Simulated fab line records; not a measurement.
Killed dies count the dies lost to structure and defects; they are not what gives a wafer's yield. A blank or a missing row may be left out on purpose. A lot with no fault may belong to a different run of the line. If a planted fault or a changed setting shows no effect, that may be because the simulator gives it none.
Split-lot trial ; flow berkeley-cmos170 ; on a route of 331 steps: 5 lots, 23 wafers read

## SPLIT DETAILS
At UCB170_PWELL_COAT_08 (resist thk 900 nm), the setting spin-rpm was moved away from the recipe's 1500 rpm on 8 of the 23 wafers read, by -3.1% to +6.6%. The other wafers ran this setting at the recipe's value.

## FROM THE SPLIT TO THE READING: what the file shows between them, 3 steps
- UCB170_PWELL_SOFTBAKE_09: time 60 s
- UCB170_PWELL_EXPOSE_10: exposes mask PWELL, target cd 3000 nm
- UCB170_PWELL_DEVELOP_12: develop time 45 s

## THE READING
KrF_of_PWELL_COAT_08.thk-nm (the simulator's own value, which no gauge read), in nm, at UCB170_PWELL_ETCH_14 (etches Si3N4 in CH3F/Ar/O2, stops on SiO2, target depth 242 nm, time 151 s). The file does not state a usual value for it. Average 724.1 nm, standard deviation 5.5 nm, over the 15 wafers here run with the recipe.

wafer;tool, chamber at the split;spin-rpm as run, rpm;against the recipe;KrF_of_PWELL_COAT_08.thk-nm, nm;against lot-mates on the recipe
L074.2;litho-track-01, 0;1500;recipe;717.4;-
L074.3;litho-track-01, 0;1454;-3.1%;734.8;+18.1
L074.4;litho-track-01, 0;1454;-3.1%;738.7;+22.0
L074.5;litho-track-01, 0;1500;recipe;716;-
L074.6;litho-track-01, 0;1454;-3.1%;736.7;+20.0
L076.2;litho-track-01, 0;1500;recipe;727.4;-
L076.3;litho-track-01, 0;1599;+6.6%;698.7;-27.5
L076.4;litho-track-01, 0;1599;+6.6%;690.9;-35.3
L076.5;litho-track-01, 0;1500;recipe;725;-
L076.6;litho-track-01, 0;1599;+6.6%;690.4;-35.8
L075.1;litho-track-01, 0;1500;recipe;720.2;-
L075.2;litho-track-01, 0;1500;recipe;727;-
L075.3;litho-track-01, 0;1500;recipe;731.1;-
L075.4;litho-track-01, 0;1500;recipe;720.7;-
L075.5;litho-track-01, 0;1500;recipe;716;-
L078.2;litho-track-04, 0;1500;recipe;717.9;-
L078.3;litho-track-04, 0;1500;recipe;729.1;-
L078.4;litho-track-04, 0;1500;recipe;731.1;-
L085.1;litho-track-01, 0;1500;recipe;731.2;-
L085.3;litho-track-01, 0;1500;recipe;722.7;-
L085.4;litho-track-01, 0;1459;-2.7%;741.7;+14.4
L085.5;litho-track-01, 0;1500;recipe;728;-
L085.6;litho-track-01, 0;1459;-2.7%;733.8;+6.5

FIT RESULTS
A straight line over all 23 wafers: KrF_of_PWELL_COAT_08.thk-nm changes by -4.6 nm for each +1% of spin-rpm; r = -0.93; the points scatter about the line by 5.1 nm.
The same after taking each lot's own level away (the mean of its wafers on the recipe; 23 wafers): -5.14 nm for each +1%; r = -0.95; scatter 4.6 nm.
According to that fit, moving spin-rpm by its largest amount changes the reading by 34 nm.
Across the lots, their own levels run from 716.70 to 727.30 nm, a range of 1.9 times the standard deviation given above.
Hence the slope depends on the lot-to-lot level, as the two fits are not the same.
Check: for one of the wafers moved furthest among these (+6.6%), held out of the fit, the line's prediction against its lot-mates is -35.9 nm. It came out at -27.5 nm against them.

## THESE WAFERS: OTHER SPLITS
These wafers also went through other splits before the reading. Each is held against what the fit with the lots' levels taken away leaves over:
other split on the same wafers;wafers away from the commonest value;r with KrF_of_PWELL_COAT_08.thk-nm (lot level and that fit taken away)
UCB170_PWELL_CVD_05 sih2cl2-flow-sccm;18;-0.13

## THE WHOLE CHAIN: every reading that the file lists as answering this split, in the file's order
step;what it does;reading;change (the file's fit);r (the file's)
UCB170_PWELL_COAT_08;resist thk 900 nm;KrF_of_PWELL_COAT_08.thk-nm (the simulator's own value, which no gauge read);-4.53 nm for each +1% of the setting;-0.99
UCB170_PWELL_ETCH_14;etches Si3N4 in CH3F/Ar/O2, stops on SiO2, target depth 242 nm, time 151 s;KrF_of_PWELL_COAT_08.thk-nm (the simulator's own value, which no gauge read);-5.08 nm for each +1% of the setting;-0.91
UCB170_PWELL_STRIP_16;strips in O2;strip-time-to-endpoint-s;withheld for each +1% of the setting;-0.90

## THE FILE'S OWN FIT
KrF_of_PWELL_COAT_08.thk-nm changes by -5.08 nm for each +1% of spin-rpm, r = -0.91.
